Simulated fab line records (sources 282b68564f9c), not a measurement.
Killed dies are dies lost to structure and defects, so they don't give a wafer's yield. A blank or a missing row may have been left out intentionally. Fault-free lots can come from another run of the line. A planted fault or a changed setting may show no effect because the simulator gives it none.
fab line records	flow rit_cmos
record: lots: 15	wafers: 45	last_day: 7
route steps=202 shown PSD@151
lots that met no fault: from a run of the same line without faults
start_h: start of the lot's first displayed wafer, in hours after the record's first day	wait_h: hours from the lot's prior step to this one	" same as the row above	L1.1+2: several wafers, shown together as one row	- either no value or no given start	* or withheld: withheld	< > ~ a bound
route shown NAME@n: a module of which the file shows steps, and the number in the route of the first	usual: mean/standard deviation taken from wafers without a fault	same: alike in all rows	chamber/n: place in a boat	sites: each site's reading	_std_site: the values' standard deviation	_edge_site: inner sites' mean taken away from outer sites' mean	radius_mm: for every site, how far away it sits from the centre of the wafer	mask NAME#n: copy n	behind: tool/chamber where the wafer was last shaped	hold: cause of the lot's hold/its duration in hours/its outcome	device: names the non-switching transistor (n, p or np)	end of line: the route-end tests of the same wafers	a step given without rows: its recipe and nothing more	killed: not the wafer's yield, but the dies lost to structure and defects at the first sort	map: shows each die of a wafer: x if killed, . if not, _ if none is there
set.NAME: the setting as run; set.NAME@STEP: as run at that earlier step	model.NAME: the simulator's own value behind a step, which no gauge read
one table for each step of the route and one row for each wafer, over a sample of lots
services: the hour from which a tool's chamber was out of use, counted from the record's first day as start_h (under 0 if before that day), plus the number of hours and why
== steps ==
step: RIT_PSD_STRIP_09
recipe: chemistry: O2	time_s: 180	resist: NOVOLAK	platen_temp_c: withheld	power_w: 500	pressure_mtorr: 4000	o2_flow_sccm: 4000
usual: chamber_pressure_mTorr: 4000/4.1	drypump_motor_current_A: 5.5/0.39
lot.wafer	tool	chamber	start_h	wait_h	chamber_pressure_mTorr	drypump_motor_current_A	rf_hours_counter_h
L851.3	plasma_asher-04	1	48.78	0.1	3999	5.4	-
L851.4	"	0	"	"	3999	6.0	-
L851.5	"	1	"	"	3995	5.4	-
L852.1	plasma_asher-04	0	54.82	0.1	3997	5.9	42
L852.5	"	0	"	"	4009	5.9	-
L852.6	"	1	"	"	4002	5.3	-
L853.1	plasma_asher-01	1	60.17	0.1	4002	5.5	42
L853.4	"	0	"	"	3999	5.3	-
L853.5	"	1	"	"	3995	5.5	-
L854.1	plasma_asher-04	1	64.95	0.1	-	-	-
L854.2	"	0	"	"	-	-	-
L854.5	"	1	"	"	-	-	-
L855.2	plasma_asher-01	0	69.48	0.1	-	-	-
L855.5	"	0	"	"	-	-	-
L855.6	"	1	"	"	-	-	-
L856.1	plasma_asher-03	1	73.94	0.1	-	-	-
L856.2	"	0	"	"	-	-	-
L856.4	"	0	"	"	-	-	-
L860.1	plasma_asher-03	1	98.93	0.1	4004	5.8	44
L860.5	"	1	"	"	4003	5.8	-
L860.6	"	0	"	"	4005	4.7	-
L865.4	plasma_asher-01	0	120.99	0.1	4005	5.3	-
L865.5	"	0	"	"	3997	5.3	-
L865.6	"	1	"	"	3992	5.5	-
L864.2	plasma_asher-03	0	121.59	0.1	3994	4.7	47
L864.3	"	1	"	"	4010	5.9	-
L864.4	"	0	"	"	4004	4.7	-
L867.1	plasma_asher-04	0	130.32	0.1	4001	5.9	1
L867.3	"	1	"	"	3994	5.4	-
L867.4	"	0	"	"	4003	5.9	-
L868.2	plasma_asher-04	1	133.71	0.1	4001	5.4	2
L868.3	"	1	"	"	4000	5.4	-
L868.5	"	0	"	"	4005	5.9	-
L869.2	plasma_asher-03	1	138.86	0.1	4002	5.9	49
L869.3	"	0	"	"	4005	4.7	-
L869.6	"	1	"	"	3999	5.9	-
L871.2	plasma_asher-04	1	148.18	0.1	3994	5.4	3
L871.3	"	0	"	"	3997	5.9	-
L871.6	"	1	"	"	3995	5.3	-
L872.1	plasma_asher-01	1	155.36	0.1	4001	5.6	52
L872.5	"	1	"	"	3996	5.5	-
L872.6	"	0	"	"	4001	5.3	-
L873.1	plasma_asher-01	0	158.22	0.1	4004	5.3	53
L873.2	"	1	"	"	4005	5.5	53
L873.6	"	1	"	"	4002	5.5	-
== services ==
tool	chamber	start_h	hours	kind
plasma_asher-04	-	108.75	9.0	pm
plasma_asher-04	0	108.75	9.0	vent_cycle
plasma_asher-04	1	108.75	9.0	vent_cycle
plasma_asher-04	0	117.75	-	clean
plasma_asher-04	1	117.75	-	clean
plasma_asher-03	-	154.80	15.6	pm
== key ==
first_sign: step: RIT_PSD_STRIP_09	reading: tool_record	direction: missing
effect none on later readings
met_at RIT_PSD_STRIP_09
struck_lots L854,L855,L856
later_rows_left_out L854.1,L854.2,L854.5,L855.2,L855.5,L855.6,L856.1,L856.2,L856.4
sort_left_out L854.1,L854.2,L854.5,L855.2,L855.5,L855.6,L856.1,L856.2,L856.4
tester_left_out L854,L855,L856
onset_between 60.17 64.95
fault: kind: skipped_step_whole	tool: plasma_asher-01,plasma_asher-03,plasma_asher-04	chamber: -	onset_h: 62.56	steps: RIT_PSD_STRIP_09	scope: struck_lots_only
tester_left_out: of these lots the tester's yield and bins aren't shown, on N5 and GAA mostly nor the transistor test; their killed dies are dies lost to structure and defects alone, not to doping, threshold or leakage, so they don't give the yield
sort_left_out: the simulated sort isn't trusted on such a fault, so these wafers' sort isn't shown, and their yield isn't known
later_rows_left_out: the simulator's readings of these wafers behind a module that went badly wrong aren't trusted and aren't shown, but for the sort
